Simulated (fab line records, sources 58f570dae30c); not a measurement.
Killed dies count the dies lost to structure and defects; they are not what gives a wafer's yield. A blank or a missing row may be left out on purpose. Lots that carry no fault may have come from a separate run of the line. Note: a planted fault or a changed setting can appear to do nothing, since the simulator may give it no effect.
Comparing a struck lot with a sound one    flow berkeley_cmos170    14 steps out of a route of 331
Sound: these wafers, L263.1, L263.4, L263.6. Wafers struck: L268.4, L268.5, L268.6. The cause is given at the end.
Each step with rows lists, per side, the tool, then ch with its chambers, then its first start. Under that, the readings that differ: sound wafers    struck wafers    difference of the means    sigmas: that difference in standard deviations of wafers without a fault.
alike: a reading whose means differ by less than 2 such deviations, as well as words and numbers matching on both sides. not compared: withheld readings; readings where some wafer has no value; bounds like >300 that might hide an equal value; numbers whose values overlap and for which the record gives no deviation.
A row with sigmas, a row that says differs or no value, or rows on one side alone: a step with any of these is where the two part. Non-overlapping numbers with no deviation appear without sigmas and do not part them. A reading missing from all wafers of one side parts the sides only when that side holds two or more wafers.

first, 3 steps without rows for these wafers: UCB170_NVT_EXPOSE_03 (exposes mask PWELL, target cd 3000 nm); UCB170_NVT_PEB_04; UCB170_NVT_DEVELOP_05 (develop time 45 s).
UCB170_NVT_OVL_MEAS_06:
  sound: overlay-01 at day 9 10:51; struck: overlay-01 at day 10 18:43
  alike: NVT_OVL
then, 1 step without rows for these wafers: UCB170_NVT_IMPLANT_07.
UCB170_NVT_STRIP_08: strips in O2.
  sound on plasma_asher-03 ch 1, day 9 11:02; struck on plasma_asher-03 ch 0,1, day 10 18:55
  alike: drypump_motor_current_A, o2_flow_sccm, oes_product_au, strip_time_to_endpoint_s
  not compared: rf_hours_counter_h
UCB170_NVT_TW_MEAS_09:
  sound: film_metro-02 at day 9 11:08; struck: film_metro-04 at day 10 19:01
reading  sound        struck       difference  sigmas
NVT_TW   516 519 518  531 527 528  +11         +2
then, 5 steps without rows for these wafers: UCB170_NVT_CLEAN_10 (cleans in SPM, time 600 s); UCB170_PVT_HMDS_00 (prime time 60 s); UCB170_PVT_COAT_01 (resist thk 900 nm); UCB170_PVT_SOFTBAKE_02 (time 60 s); UCB170_PVT_EXPOSE_03 (exposes mask NWELL, target cd 3000 nm).
UCB170_PVT_PEB_04:
  struck on litho_track-03, day 10 21:17; sound on litho_track-03 ch 0, day 9 12:46
  no value came back on the struck wafers for chill_plate_temp_C (C), exhaust_pa (Pa), plate_temp_C (C); on the sound wafers chill_plate_temp_C (C) reads 22.92 22.93 23.06
then, 1 step without rows for these wafers: UCB170_PVT_DEVELOP_05 (develop time 45 s).

== WHERE THEY PART ==
Last at UCB170_PVT_PEB_04 as far as this record goes, first at UCB170_NVT_TW_MEAS_09.

WHY: whatever the simulator had introduced
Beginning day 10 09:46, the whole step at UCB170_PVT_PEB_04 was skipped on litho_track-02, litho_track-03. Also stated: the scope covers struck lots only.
